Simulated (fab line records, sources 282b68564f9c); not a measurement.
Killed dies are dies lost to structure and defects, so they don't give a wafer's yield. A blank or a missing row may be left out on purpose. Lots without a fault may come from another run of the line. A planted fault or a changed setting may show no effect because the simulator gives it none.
Which tool did it? | flow rit_cmos | 7 lots, 21 wafers sampled, at 2 steps of a route of 202

WHAT THE GAUGES READ, wafer by wafer
RIT_REOX_THK_MEAS_04.
lot  | measured    | on            | REOX_OXIDE_THK (nm)
L717 | day 2 22:21 | film_metro-02 | 25.9 26.4 25.8
L719 | day 3 08:50 | film_metro-02 | 25.6 25.5 25.9
L721 | day 3 18:10 | film_metro-01 | 15.0 14.5 15.3
L723 | day 4 08:23 | film_metro-01 | 15.0 14.9 15.0
L733 | day 6 09:40 | film_metro-03 | 25.6 25.4 25.6
L737 | day 7 02:25 | film_metro-02 | 26.0 26.1 25.9
L739 | day 7 12:31 | film_metro-03 | 25.2 25.4 25.9

WHICH TOOL RAN EACH LOT (tool, then ch and the chambers of the sampled wafers, then the start)
lot  | RIT_REOX_OXIDATION_03
L717 | furnace-02 ch 0, day 2 19:47
L719 | furnace-01 ch 0, day 3 06:17
L721 | furnace-01 ch 0, day 3 15:37
L723 | furnace-01 ch 0, day 4 05:50
L733 | furnace-03 ch 0, day 6 07:06
L737 | furnace-03 ch 0, day 6 23:50
L739 | furnace-03 ch 0, day 7 09:58
- RIT_REOX_OXIDATION_03: target thk 25.2 nm, ox time 5580 s.

THE ANSWER, worked out from the rows above alone
Rule: what is usual is taken from the lots themselves. Put in order of their means at a reading, lots are off if they are a third of the lots or fewer, leave a main group of 4 or more, and stand apart from it by a gap of 3 or more times the standard deviation of the main group's means; of several such gaps the widest counts. A main group whose means are all the same, to the digits that the tables above print for the reading, isn't used. A lot without any number at a reading at which 4 lots or more have one is off too. The other lots that the step has rows for count as sound.
Off: L721, L723, at RIT_REOX_THK_MEAS_04 (REOX_OXIDE_THK). The main group: mean 25.7 nm, standard deviation 0.23.
A tool fits if, at a process step before that reading, it ran every lot that is off, and no sound lot after the first of them. The gauges at RIT_REOX_THK_MEAS_04 are tried like those tools. Can't be told from this: 2 tools fit, furnace-01 at RIT_REOX_OXIDATION_03, film_metro-01 at RIT_REOX_THK_MEAS_04.

WHAT THE SIMULATOR HAD PUT IN
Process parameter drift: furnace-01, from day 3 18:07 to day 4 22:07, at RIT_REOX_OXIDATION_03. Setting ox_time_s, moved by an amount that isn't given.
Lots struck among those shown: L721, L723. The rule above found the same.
